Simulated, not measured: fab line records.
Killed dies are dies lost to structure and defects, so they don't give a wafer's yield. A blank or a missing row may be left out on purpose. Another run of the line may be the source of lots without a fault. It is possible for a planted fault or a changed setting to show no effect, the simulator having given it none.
Which tool did it?	flow berkeley-cmos170	45 wafers from 15 lots sampled at 4 of the route's 331 steps

== WHAT THE GAUGES SHOWED, per wafer ==
UCB170_CONTACT_CD_MEAS_15: the cd target is 700 nm. Usual: 699.8 nm for cd-nm, sd 2.
lot	measured	on	cd-nm (nm)	flag
L236	day 8 03:15	cd-sem-01	702.3 701.6 702.3	
L239	day 8 17:25	cd-sem-01	698.5 698.1 698.1	
L238	day 8 15:31	cd-sem-01	702.4 701.5 702.6	
L241	day 9 02:08	cd-sem-01	699.4 698.6 698.5	
L240	day 9 02:22	cd-sem-02	697.5 698.6 698.9	
L242	day 9 02:40	cd-sem-01	702.1 701.6 701.4	
L244	day 10 00:25	cd-sem-02	703.2 701.4 702.3	
L243	day 10 02:32	cd-sem-01	703.3 700.3 702.2	
L249	day 11 02:11	cd-sem-01	698.5 698.5 701.1	
L251	day 11 11:35	cd-sem-02	701.7 703.7 702.3	
L253	day 11 20:04	cd-sem-01	699.0 699.1 700.0	
L255	day 12 11:45	cd-sem-01	697.1 697.2 697.5	
L256	day 12 11:35	cd-sem-01	697.9 699.4 698.8	
L257	day 12 22:25	cd-sem-01	699.0 698.5 698.4	
L259	day 13 04:42	cd-sem-02	699.1 698.5 698.9	

UCB170_M2_CD_MEAS_90: the cd target is 700 nm. Usual: 700 nm for cd-nm, sd 4.
lot	measured	on	cd-nm (nm)	flag
L236	day 8 14:19	cd-sem-02	708 700 703	
L239	day 9 03:07	cd-sem-02	703 700 700	
L238	day 9 01:02	cd-sem-02	695 695 696	
L241	day 9 10:44	cd-sem-02	699 705 704	
L240	day 9 12:29	cd-sem-01	704 700 701	
L242	day 9 12:53	cd-sem-02	706 705 708	
L244	day 10 11:26	cd-sem-01	699 704 700	
L243	day 10 12:35	cd-sem-01	700 700 701	
L249	day 11 12:03	cd-sem-02	694 695 696	
L251	day 11 20:54	cd-sem-02	695 694 693	
L253	day 12 04:45	cd-sem-01	699 699 697	
L255	day 12 23:30	cd-sem-01	698 699 693	
L256	day 12 22:28	cd-sem-02	698 697 697	
L257	day 13 07:52	cd-sem-02	707 704 708	
L259	day 13 15:08	cd-sem-02	708 707 703	

== WHICH TOOL RAN EACH LOT (tool, then ch and the chambers of the sampled wafers, then the start) ==
lot	UCB170_ACTIVE_CLEAN_17	UCB170_M2_STRIP_19
L236	wet-bench-04 ch 1, day 4 18:41	plasma-asher-03 ch 0,1, day 8 14:12
L239	wet-bench-03 ch 3, day 5 09:11	plasma-asher-04 ch 0,1, day 9 03:00
L238	wet-bench-04 ch 2, day 5 13:41	plasma-asher-04 ch 0,1, day 9 00:56
L241	wet-bench-04 ch 0, day 5 21:17	plasma-asher-03 ch 0,1, day 9 10:38
L240	wet-bench-04 ch 3, day 5 21:55	plasma-asher-04 ch 0,1, day 9 12:23
L242	wet-bench-04 ch 2, day 5 21:55	plasma-asher-03 ch 0,1, day 9 12:47
L244	wet-bench-03 ch 3, day 6 13:31	plasma-asher-02 ch 0,1, day 10 11:20
L243	wet-bench-03 ch 3, day 6 13:50	plasma-asher-03 ch 0,1, day 10 12:29
L249	wet-bench-03 ch 1, day 7 18:23	plasma-asher-03 ch 0,1, day 11 11:57
L251	wet-bench-02 ch 3, day 8 03:07	plasma-asher-04 ch 0,1, day 11 20:47
L253	wet-bench-02 ch 1, day 8 09:32	plasma-asher-04 ch 0,1, day 12 04:38
L255	wet-bench-04 ch 1, day 9 03:44	plasma-asher-03 ch 1, day 12 23:24
L256	wet-bench-04 ch 1, day 9 04:05	plasma-asher-04 ch 0,1, day 12 22:20
L257	wet-bench-04 ch 3, day 9 11:47	plasma-asher-03 ch 0,1, day 13 07:46
L259	wet-bench-04 ch 2, day 9 21:21	plasma-asher-04 ch 0,1, day 13 15:00
- UCB170_ACTIVE_CLEAN_17: cleans in SPM, time 600 s.
- UCB170_M2_STRIP_19: strips in O2.

== WHAT THE TOOLS THEMSELVES READ (means of the sampled wafers that have a number; where no wafer has one, the mark that the record gives instead) ==
UCB170_M2_STRIP_19. Usual: drypump-motor-current-A 5.57 A, standard deviation 0.26; oes-product-au 0.529 a.u., standard deviation 0.016.
lot	tool	drypump-motor-current-A (A)	oes-product-au (a.u.)	flag
L236	plasma-asher-03	5.74	0.507	
L239	plasma-asher-04	5.43	0.526	
L238	plasma-asher-04	5.64	0.530	
L241	plasma-asher-03	5.77	0.557	
L240	plasma-asher-04	5.43	0.522	
L242	plasma-asher-03	5.73	0.509	
L244	plasma-asher-02	5.49	0.522	
L243	plasma-asher-03	5.76	0.522	
L249	plasma-asher-03	5.73	0.532	
L251	plasma-asher-04	5.42	0.529	
L253	plasma-asher-04	5.65	0.540	
L255	plasma-asher-03	5.81	0.539	
L256	plasma-asher-04	5.63	0.530	
L257	plasma-asher-03	5.74	0.511	
L259	plasma-asher-04	5.64	0.513	

== THE ANSWER, worked out from the rows above alone ==
Rule: lot off if the mean of its wafers having a number is beyond 3 standard deviations from the usual mean. Also off: a lot with no number at a reading for which 4 or more lots have one. Any other lot the step has rows for is counted as sound. The gauges are gone through in route order, then the tools' own readings, and for those a lot's mean is taken as printed above. At the first step where some lot is off, the reading lying furthest off is the one used; lots without a number count as furthest.
No lot is off at any reading shown: from this, nothing can be told.

== WHAT THE SIMULATOR PUT IN ==
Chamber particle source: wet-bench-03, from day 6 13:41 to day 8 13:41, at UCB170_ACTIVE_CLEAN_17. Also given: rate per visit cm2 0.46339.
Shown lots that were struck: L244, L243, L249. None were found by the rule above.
